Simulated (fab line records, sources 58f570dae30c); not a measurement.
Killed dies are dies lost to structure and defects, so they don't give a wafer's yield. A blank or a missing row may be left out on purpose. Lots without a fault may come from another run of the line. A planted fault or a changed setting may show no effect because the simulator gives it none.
Which tool did it? | flow berkeley_cmos170 | 7 lots, 21 wafers sampled, at 3 steps of a route of 331

WHAT THE GAUGES READ, wafer by wafer
UCB170_M2_RS_MEAS_02: measures by four-point-probe.
lot  | measured     | on            | M2_AL_RS (ohm/sq)
L954 | day 8 14:01  | film_metro-03 | 0.0316 0.0321 0.0316
L959 | day 9 01:25  | film_metro-02 | 0.0313 0.0315 0.0313
L962 | day 10 00:22 | film_metro-02 | 0.0321 0.0336 0.0325
L963 | day 10 03:02 | film_metro-03 | 0.0324 0.0322 0.0320
L966 | day 10 06:43 | film_metro-02 | 0.0329 0.0327 0.0328
L973 | day 12 01:07 | film_metro-03 | 0.0322 0.0320 0.0325
L974 | day 13 00:15 | film_metro-03 | 0.0179 0.0179 0.0178

WHICH TOOL RAN EACH LOT (tool, then ch and the chambers of the sampled wafers, then the start)
lot  | UCB170_CONTACT_ETCH_17             | UCB170_M2_SPUTTER_01
L954 | rie_diel-03 ch 0,1,3, day 8 06:44  | pvd_sputter-04, day 8 13:55
L959 | rie_diel-02 ch 0,3, day 8 16:50    | pvd_sputter-04, day 9 01:19
L962 | rie_diel-01 ch 0,2,3, day 9 18:01  | pvd_sputter-02, day 10 00:16
L963 | rie_diel-01 ch 0,1,2, day 9 20:10  | pvd_sputter-02, day 10 02:57
L966 | rie_diel-02 ch 0,1,2, day 10 00:04 | pvd_sputter-03, day 10 06:37
L973 | rie_diel-01 ch 0,2,3, day 11 18:40 | pvd_sputter-04, day 12 01:01
L974 | rie_diel-03 ch 0,1,3, day 12 17:44 | pvd_sputter-02, day 13 00:10
- UCB170_CONTACT_ETCH_17: etches BARC in N2/H2.
- UCB170_M2_SPUTTER_01: material Al, target thk 900 nm, time 120 s.

THE ANSWER, worked out from the rows above alone
Rule: what is usual is taken from the lots themselves. Put in order of their means at a reading, lots are off if they are a third of the lots or fewer, leave a main group of 4 or more, and stand apart from it by a gap of 3 or more times the standard deviation of the main group's means; of several such gaps the widest counts. A main group whose means are all the same, to the digits that the tables above print for the reading, isn't used. A lot without any number at a reading at which 4 lots or more have one is off too. The other lots that the step has rows for count as sound.
Off: L974, at UCB170_M2_RS_MEAS_02 (M2_AL_RS). The main group: mean 0.0322 ohm/sq, standard deviation 0.0005.
A tool fits if, at a process step before that reading, it ran every lot that is off, and no sound lot after the first of them. The gauges at UCB170_M2_RS_MEAS_02 are tried like those tools. Can't be told from this: 3 tools fit, rie_diel-03 at UCB170_CONTACT_ETCH_17, pvd_sputter-02 at UCB170_M2_SPUTTER_01, film_metro-03 at UCB170_M2_RS_MEAS_02.

WHAT THE SIMULATOR HAD PUT IN
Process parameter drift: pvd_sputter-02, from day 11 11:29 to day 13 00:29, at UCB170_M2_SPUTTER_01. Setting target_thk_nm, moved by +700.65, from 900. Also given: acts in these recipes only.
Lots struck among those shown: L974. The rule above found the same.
